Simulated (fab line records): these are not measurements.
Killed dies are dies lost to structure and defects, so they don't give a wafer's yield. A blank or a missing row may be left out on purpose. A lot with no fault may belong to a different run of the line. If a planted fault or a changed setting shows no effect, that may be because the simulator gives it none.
The tool behind it: which one?    flow berkeley cmos170    14 lots with 42 wafers sampled at 5 steps, on a route of 331 steps

WHAT THE GAUGES READ, wafer by wafer
UCB170_M1_RS_MEAS_01: measures by four-point-probe. Usual: for M1_AL_RS the level is 0.0486 ohm/sq and the standard deviation is 0.00051.
lot   measured      on             M1_AL_RS (ohm/sq)     flag
L937  day 6 19:42   film metro-01  0.0479 0.0482 0.0480  
L939  day 6 19:53   film metro-03  0.0492 0.0495 0.0490  
L941  day 7 12:13   film metro-03  0.0487 0.0485 0.0488  
L940  day 7 13:40   film metro-04  0.0494 0.0492 0.0489  
L942  day 8 02:10   film metro-01  0.0487 0.0482 0.0482  
L943  day 8 02:10   film metro-03  0.0485 0.0488 0.0484  
L945  day 9 03:41   film metro-03  0.0484 0.0480 0.0485  
L947  day 9 03:58   film metro-04  0.0493 0.0496 0.0499  
L948  day 9 11:50   film metro-03  0.0492 0.0490 0.0486  
L952  day 9 18:05   film metro-04  0.0479 0.0479 0.0479  
L950  day 9 22:16   film metro-03  0.0482 0.0482 0.0478  
L951  day 9 22:45   film metro-01  0.0487 0.0493 0.0484  
L955  day 10 16:24  film metro-03  0.0492 0.0487 0.0485  
L959  day 11 17:02  film metro-04  0.0487 0.0491 0.0495  

UCB170_V1_THK_MEAS_01. Usual: for V1_TEOS_THK the level is 2000 nm and the standard deviation is 24.
lot   measured      on             V1_TEOS_THK (nm)  flag
L937  day 7 03:42   film metro-03  1968 2007 2003    
L939  day 7 03:42   film metro-01  1957 1972 1992    
L941  day 7 19:58   film metro-01  1989 1997 2016    
L940  day 7 19:59   film metro-02  1953 1982 1999    
L942  day 8 10:23   film metro-03  1994 1975 2035    
L943  day 8 10:23   film metro-01  2026 2033 2004    
L945  day 9 08:11   film metro-01  1989 2009 2039    
L947  day 9 08:11   film metro-02  1965 1977 2028    
L948  day 9 17:25   film metro-03  1978 2008 2025    
L952  day 10 01:20  film metro-01  1970 1994 1993    
L950  day 10 08:52  film metro-01  1983 1994 1978    
L951  day 10 08:53  film metro-02  2017 2009 2016    
L955  day 10 21:29  film metro-02  1980 2000 2044    
L959  day 12 00:44  film metro-01  1996 1961 2002    

UCB170_V1_CD_MEAS_12: target cd 700 nm. Usual: cd nm 699.7 nm, standard deviation 1.2.
lot   measured      on         cd nm (nm)                           flag
L937  day 7 05:38   cd sem-02  699.0 699.1 699.0                    
L939  day 7 05:38   cd sem-01  699.5 701.3 700.8                    
L941  day 7 21:32   cd sem-02  700.1 700.5 699.1                    
L940  day 7 21:47   cd sem-01  698.6 700.1 698.6                    
L942  day 8 11:57   cd sem-02  700.3 699.5 700.9                    
L943  day 8 12:11   cd sem-01  699.4 699.5 698.5                    
L945  day 9 12:44   cd sem-01  698.6 698.4 698.7                    
L947  day 9 13:00   cd sem-01  700.4 699.8 700.5                    
L948  day 9 20:02   cd sem-01  699.9 698.9 699.5                    
L952  day 10 02:54  cd sem-02  701.4 701.5 700.8                    
L950  day 10 10:38  cd sem-02  700.5 699.8 699.3                    
L951  day 10 11:34  cd sem-02  692.3 691.4 693.1 691.6 691.5 692.6  OFF
L955  day 10 23:20  cd sem-02  692.6 693.9 692.1 692.7 693.4 692.6  OFF
L959  day 12 05:16  cd sem-02  698.9 699.6 698.1                    

WHAT TOOL EACH LOT RAN ON (gives the tool, then ch and the chambers of the sampled wafers, and finally the start)
lot   UCB170_V1_CMP_02               UCB170_V1_COAT_07
L937  cmp-01 ch 1,2, day 7 03:48     litho track-02 ch 0, day 7 04:37
L939  cmp-02 ch 0,2, day 7 03:45     litho track-03 ch 0, day 7 04:37
L941  cmp-01 ch 0,2,3, day 7 20:02   litho track-03 ch 0, day 7 20:50
L940  cmp-02 ch 1,2,3, day 7 20:12   litho track-02 ch 0, day 7 20:56
L942  cmp-01 ch 0,2,3, day 8 10:27   litho track-01 ch 0, day 8 11:16
L943  cmp-02 ch 0,1,2, day 8 10:27   litho track-02 ch 0, day 8 11:16
L945  cmp-01 ch 0,2,3, day 9 08:38   litho track-01 ch 0, day 9 11:49
L947  cmp-02 ch 2,3, day 9 08:14     litho track-02 ch 0, day 9 11:49
L948  cmp-01 ch 0,1,3, day 9 17:29   litho track-01 ch 0, day 9 18:39
L952  cmp-01 ch 1,2,3, day 10 01:24  litho track-01 ch 0, day 10 02:12
L950  cmp-02 ch 0,2,3, day 10 08:56  litho track-03 ch 0, day 10 09:47
L951  cmp-02 ch 0,1, day 10 09:32    litho track-02 ch 0, day 10 10:29
L955  cmp-01 ch 1,2, day 10 21:32    litho track-02 ch 0, day 10 22:30
L959  cmp-01 ch 0,2,3, day 12 00:47  litho track-01 ch 0, day 12 04:28
- UCB170_V1_CMP_02: polishes SiO2.
- UCB170_V1_COAT_07: resist thk 900 nm.

AS READ BY THE TOOLS THEMSELVES (means over the sampled wafers that have a number; for cases with no such wafer, the mark the record gives instead)
UCB170_V1_CMP_02. Usual: motor current A 16.5 A, standard deviation 1.5; platen rpm 60.00 rpm, standard deviation 0.041.
lot   tool    motor current A (A)  platen rpm (rpm)  flag
L937  cmp-01  16.7                 59.98             
L939  cmp-02  18.5                 59.98             
L941  cmp-01  16.3                 60.06             
L940  cmp-02  16.6                 60.07             
L942  cmp-01  16.5                 60.02             
L943  cmp-02  17.1                 60.03             
L945  cmp-01  16.4                 59.95             
L947  cmp-02  17.9                 60.01             
L948  cmp-01  15.8                 60.00             
L952  cmp-01  15.9                 60.03             
L950  cmp-02  17.3                 59.94             
L951  cmp-02  15.1                 60.02             
L955  cmp-01  16.9                 59.97             
L959  cmp-01  16.8                 59.97             

UCB170_V1_COAT_07. Usual: spin speed rpm 1500.0 rpm, standard deviation 0.95.
lot   tool            spin speed rpm (rpm)  flag
L937  litho track-02  1499.9                
L939  litho track-03  1499.6                
L941  litho track-03  1499.5                
L940  litho track-02  1499.6                
L942  litho track-01  1500.6                
L943  litho track-02  1500.1                
L945  litho track-01  1499.8                
L947  litho track-02  1500.5                
L948  litho track-01  1499.2                
L952  litho track-01  1500.0                
L950  litho track-03  1500.1                
L951  litho track-02  1092.9                OFF
L955  litho track-02  1093.6                OFF
L959  litho track-01  1500.4                

THE ANSWER, worked out from the rows above alone
Rule: a lot is off if the mean of its wafers that have a number lies more than 3 standard deviations from the usual mean. A lot without any number at a reading at which 4 lots or more have one is off too. Where the step has rows for the other lots, those lots are counted as sound. Order of review: gauges by route order, followed by the tools' own readings, for which a lot's mean as printed above is used. The first step at which some lot is off is used, and at that step the reading that is off furthest; a lot without a number counts as furthest.
Off: L951, L955, at UCB170_V1_CD_MEAS_12 (cd nm).
If a tool, at a process step before that reading, ran all the lots that are off and no sound lot after the first of them, it fits. The gauges at UCB170_V1_CD_MEAS_12 aren't tried: what is off there is off at UCB170_V1_COAT_07 too, on other tools, and a gauge's error can't cause that. One fits: litho track-02 at UCB170_V1_COAT_07. Its last sound lot is L947 (day 9 11:49), its first lot that is off L951 (day 10 10:29): a fault that began between those two fits.
On the lots that are off, the tool's own readings at UCB170_V1_COAT_07 differ by more than 5 times the standard deviation of the sound lots' means, which bears it out; spin speed rpm reads 1093.2 rpm there versus 1499.9 rpm on the sound lots.

WHAT WAS PUT IN BY THE SIMULATOR
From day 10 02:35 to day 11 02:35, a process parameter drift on litho track-02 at UCB170_V1_COAT_07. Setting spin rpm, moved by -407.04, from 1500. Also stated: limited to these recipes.
Struck lots among those shown: L951, L955. This agrees with what the rule above found.
